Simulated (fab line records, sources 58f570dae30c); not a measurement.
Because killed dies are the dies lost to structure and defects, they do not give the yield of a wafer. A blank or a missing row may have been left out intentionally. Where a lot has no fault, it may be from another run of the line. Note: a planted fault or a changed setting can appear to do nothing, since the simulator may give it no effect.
Which tool was responsible? | flow berkeleyCmos170 | 14 lots, 42 wafers sampled, at 4 steps of a route of 331

== WHAT EACH GAUGE READ, for each wafer ==
UCB170_SDANNEAL_RS_MEAS_03: measurement is done with a four-point probe. Usual: NSD_RS typically reads 37.30 ohm/sq, with standard deviation 0.094.
lot  | measured     | on           | NSD_RS (ohm/sq)   | flag
L632 | day 7 09:23  | filmMetro-04 | 37.22 37.33 37.38 | 
L635 | day 7 17:34  | filmMetro-04 | 37.27 37.25 37.23 | 
L633 | day 7 19:25  | filmMetro-03 | 37.28 37.29 37.29 | 
L634 | day 7 19:26  | filmMetro-02 | 37.41 37.36 37.37 | 
L637 | day 8 13:41  | filmMetro-02 | 37.27 37.19 37.20 | 
L638 | day 8 14:11  | filmMetro-03 | 37.26 37.26 37.27 | 
L636 | day 8 14:31  | filmMetro-04 | 37.12 37.09 37.09 | 
L644 | day 10 05:10 | filmMetro-02 | 37.32 37.43 37.31 | 
L645 | day 10 05:34 | filmMetro-03 | 37.35 37.35 37.37 | 
L646 | day 10 05:40 | filmMetro-02 | 37.34 37.34 37.20 | 
L651 | day 11 04:29 | filmMetro-02 | 37.38 37.35 37.33 | 
L652 | day 11 17:19 | filmMetro-04 | 37.25 37.19 37.31 | 
L654 | day 11 17:45 | filmMetro-02 | 37.23 37.21 37.22 | 
L655 | day 12 00:28 | filmMetro-04 | 37.24 37.16 37.29 | 

UCB170_SILICIDE_THK_MEAS_03: measures by xrf. Usual: SILICIDE_TI_THK typically reads 29.76 nm, with standard deviation 0.29.
lot  | measured     | on           | SILICIDE_TI_THK (nm) | flag
L632 | day 7 09:58  | filmMetro-03 | 29.57 29.95 29.52    | 
L635 | day 7 18:09  | filmMetro-01 | 29.74 30.05 29.92    | 
L633 | day 7 19:59  | filmMetro-03 | 30.04 30.11 30.05    | 
L634 | day 7 19:59  | filmMetro-04 | 29.08 29.42 29.11    | 
L637 | day 8 14:16  | filmMetro-04 | 29.64 29.80 29.80    | 
L638 | day 8 14:44  | filmMetro-01 | 29.74 29.92 29.94    | 
L636 | day 8 15:05  | filmMetro-03 | 29.60 29.87 29.47    | 
L644 | day 10 05:55 | filmMetro-01 | 29.65 29.60 29.59    | 
L645 | day 10 06:08 | filmMetro-03 | 29.85 29.85 30.01    | 
L646 | day 10 06:15 | filmMetro-04 | 30.05 29.70 29.74    | 
L651 | day 11 05:04 | filmMetro-01 | 30.05 29.68 29.82    | 
L652 | day 11 17:54 | filmMetro-01 | 29.51 29.86 29.42    | 
L654 | day 11 18:20 | filmMetro-04 | 29.86 29.83 30.03    | 
L655 | day 12 01:02 | filmMetro-01 | 30.08 29.89 29.98    | 

UCB170_V1_THK_MEAS_04. Usual: V1_POLISHED_THK typically reads 999.8 nm, with standard deviation 1.2.
lot  | measured     | on           | V1_POLISHED_THK (nm) | flag
L632 | day 7 19:55  | filmMetro-01 | 1000.0 999.9 1000.6  | 
L635 | day 8 05:24  | filmMetro-02 | 999.2 1000.1 997.9   | 
L633 | day 8 06:49  | filmMetro-02 | 1002.1 998.2 1001.3  | 
L634 | day 8 06:45  | filmMetro-01 | 998.4 999.6 999.6    | 
L637 | day 9 00:23  | filmMetro-02 | 1000.7 1000.1 1000.1 | 
L638 | day 9 01:43  | filmMetro-03 | 1000.3 1001.9 1002.2 | 
L636 | day 9 01:42  | filmMetro-02 | 1000.9 1001.3 999.2  | 
L644 | day 10 20:43 | filmMetro-02 | 1001.2 998.7 1000.6  | 
L645 | day 10 20:26 | filmMetro-01 | 998.9 999.2 1000.0   | 
L646 | day 10 21:01 | filmMetro-01 | 999.1 1000.4 999.1   | 
L651 | day 11 15:44 | filmMetro-03 | 1000.2 1001.4 1001.1 | 
L652 | day 12 02:28 | filmMetro-03 | 999.5 1000.6 999.7   | 
L654 | day 12 05:08 | filmMetro-03 | 999.6 997.8 1000.1   | 
L655 | day 12 13:16 | filmMetro-02 | 999.3 1001.2 1000.8  | 

== EACH LOT AND THE TOOL THAT RAN IT (in order: tool; ch and the chambers of the sampled wafers; start) ==
lot  | UCB170_M1_PEB_07
L632 | lithoTrack-01 ch 0, day 7 15:55
L635 | lithoTrack-02 ch 0, day 8 02:37
L633 | lithoTrack-01 ch 0, day 8 03:09
L634 | lithoTrack-01 ch 0, day 8 02:54
L637 | lithoTrack-04 ch 0, day 8 21:36
L638 | lithoTrack-04 ch 0, day 8 22:26
L636 | lithoTrack-04 ch 0, day 8 22:50
L644 | lithoTrack-02 ch 0, day 10 14:13
L645 | lithoTrack-02 ch 0, day 10 13:31
L646 | lithoTrack-02 ch 0, day 10 14:47
L651 | lithoTrack-04 ch 0, day 11 12:26
L652 | lithoTrack-01 ch 0, day 11 23:41
L654 | lithoTrack-04 ch 0, day 12 01:35
L655 | lithoTrack-04 ch 0, day 12 10:28
- UCB170_M1_PEB_07

== WHAT THE TOOLS THEMSELVES READ (means of the sampled wafers that have a number; where no wafer has one, the mark that the record gives instead) ==
UCB170_M1_PEB_07. Usual: heaterPowerTotalW 56.80 W, standard deviation 0.044.
lot  | tool          | heaterPowerTotalW (W) | flag
L632 | lithoTrack-01 | 56.84                 | 
L635 | lithoTrack-02 | 56.78                 | 
L633 | lithoTrack-01 | 56.80                 | 
L634 | lithoTrack-01 | 56.77                 | 
L637 | lithoTrack-04 | 56.81                 | 
L638 | lithoTrack-04 | 56.81                 | 
L636 | lithoTrack-04 | 56.77                 | 
L644 | lithoTrack-02 | 57.56                 | OFF
L645 | lithoTrack-02 | 57.60                 | OFF
L646 | lithoTrack-02 | 57.63                 | OFF
L651 | lithoTrack-04 | 56.83                 | 
L652 | lithoTrack-01 | 56.79                 | 
L654 | lithoTrack-04 | 56.77                 | 
L655 | lithoTrack-04 | 56.84                 | 

== THE ANSWER, worked out from the rows above alone ==
Rule: a lot counts as off when the mean over its wafers that have a number is more than 3 standard deviations away from the usual mean. A lot without any number at a reading at which 4 lots or more have one is off too. All remaining lots with rows at the step are treated as sound. Order of review: gauges by route order, followed by the tools' own readings, for which a lot's mean as printed above is used. The first step at which some lot is off is used, and at that step the reading that is off furthest; a lot without a number counts as furthest.
Off: L644, L645, L646 (UCB170_M1_PEB_07, heaterPowerTotalW).
If a tool, at that step or one of the process steps before it, ran each lot that is off and ran no sound lot following the first of them, it fits. One fits: lithoTrack-02 at UCB170_M1_PEB_07. Its last sound lot is L635 (day 8 02:37), its first lot that is off L645 (day 10 13:31): a fault that began between those two fits.
On the lots that are off, the tool's own readings at UCB170_M1_PEB_07 differ by more than 5 times the standard deviation of the sound lots' means, which bears it out; heaterPowerTotalW reads 57.60 W there versus 56.80 W on the sound lots.

== WHAT THE SIMULATOR PUT IN ==
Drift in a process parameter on lithoTrack-02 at UCB170_M1_PEB_07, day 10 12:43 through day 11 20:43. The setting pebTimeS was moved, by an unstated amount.
Struck lots among those shown: L644, L645, L646. Same finding as the rule above.
